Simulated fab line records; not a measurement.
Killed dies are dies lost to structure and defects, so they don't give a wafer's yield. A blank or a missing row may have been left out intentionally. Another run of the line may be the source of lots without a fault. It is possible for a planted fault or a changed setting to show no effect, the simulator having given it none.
Struck lot and sound lot, side by side + flow rit-cmos + 19 out of 202 route steps
Sound: the wafers L782.1, L782.2, L782.5. Struck: wafers L791.3, L791.4, L791.6. The cause is given at the end.
Order at every step that has rows: each side's tool, ch and its chambers, its first start. Under that, the readings that differ: sound wafers + struck wafers + difference of the means + sigmas: that difference in standard deviations of wafers without a fault.
alike: readings with means less than 2 such deviations apart, plus words and numbers identical on both sides. not compared: withheld readings, readings lacking a value on some wafer, bounds such as >300 that could conceal the same value, and numbers that have no deviation in the record and whose values overlap.
The two part at a step that has a row with sigmas, a row that says differs or no value, or rows on one side only. Numbers that don't overlap but have no deviation are shown without sigmas and don't part them. A reading that every wafer of one side lacks parts them only if that side has two wafers or more.

first, 2 steps without rows for these wafers: RIT_NLDD_PEB_04; RIT_NLDD_DEVELOP_05 (develop time 50 s).
RIT_NLDD_OVL_MEAS_06:
  sound on overlay-02, day 4 10:11; struck on overlay-02, day 6 06:02
  alike: NLDD_OVL
then, 2 steps without rows for these wafers: RIT_NLDD_HARDBAKE_07 (time 60 s); RIT_NLDD_IMPLANT_08.
RIT_NLDD_STRIP_09: strips in O2, time 180 s.
  sound on plasma-asher-04 ch 0,1, day 4 10:31; struck on plasma-asher-02 ch 0,1, day 6 06:32
  alike: chamber-pressure-mTorr, drypump-motor-current-A
  not compared: rf-hours-counter-h
RIT_NLDD_TW_MEAS_10:
  sound on film-metro-01, day 4 10:41; struck on film-metro-04, day 6 06:40
  alike: NLDD_TW
then, 5 steps without rows for these wafers: RIT_PLDD_HMDS_00 (prime time 60 s); RIT_PLDD_COAT_01 (resist thk 1000 nm); RIT_PLDD_SOFTBAKE_02 (time 60 s); RIT_PLDD_EXPOSE_03 (exposes mask M8, target cd 40900 nm); RIT_PLDD_PEB_04.
RIT_PLDD_DEVELOP_05: develop time 50 s.
  sound on litho-track-04 ch 0, day 4 11:00; struck on litho-track-02 ch 0, day 6 07:00
  alike: chill-plate-temp-C, developer-temp-C
RIT_PLDD_OVL_MEAS_06:
  sound on overlay-01, day 4 11:36; struck on overlay-02, day 6 07:53
  alike: PLDD_OVL
then, 2 steps without rows for these wafers: RIT_PLDD_HARDBAKE_07 (time 60 s); RIT_PLDD_IMPLANT_08.
RIT_PLDD_STRIP_09: strips in O2, time 180 s.
  sound on plasma-asher-03 ch 0,1, day 4 11:56; struck on plasma-asher-01 ch 0,1, day 6 08:16
  alike: chamber-pressure-mTorr, drypump-motor-current-A
  not compared: rf-hours-counter-h
RIT_PLDD_TW_MEAS_10:
  sound on film-metro-03, day 4 12:07; struck on film-metro-04, day 6 08:23
| reading | sound          | struck   | difference | sigmas      |
|---------|----------------|----------|------------|-------------|
| PLDD_TW | 2371 2361 2366 | 30 30 30 | -2336      | -99 or more |
then, 1 step without rows for these wafers: RIT_SPACER_CLEAN_00 (cleans in SC1, time 600 s).

## WHERE THEY PART
At RIT_PLDD_TW_MEAS_10 and nowhere else, as far as this record goes.

WHY: what had been put in by the simulator
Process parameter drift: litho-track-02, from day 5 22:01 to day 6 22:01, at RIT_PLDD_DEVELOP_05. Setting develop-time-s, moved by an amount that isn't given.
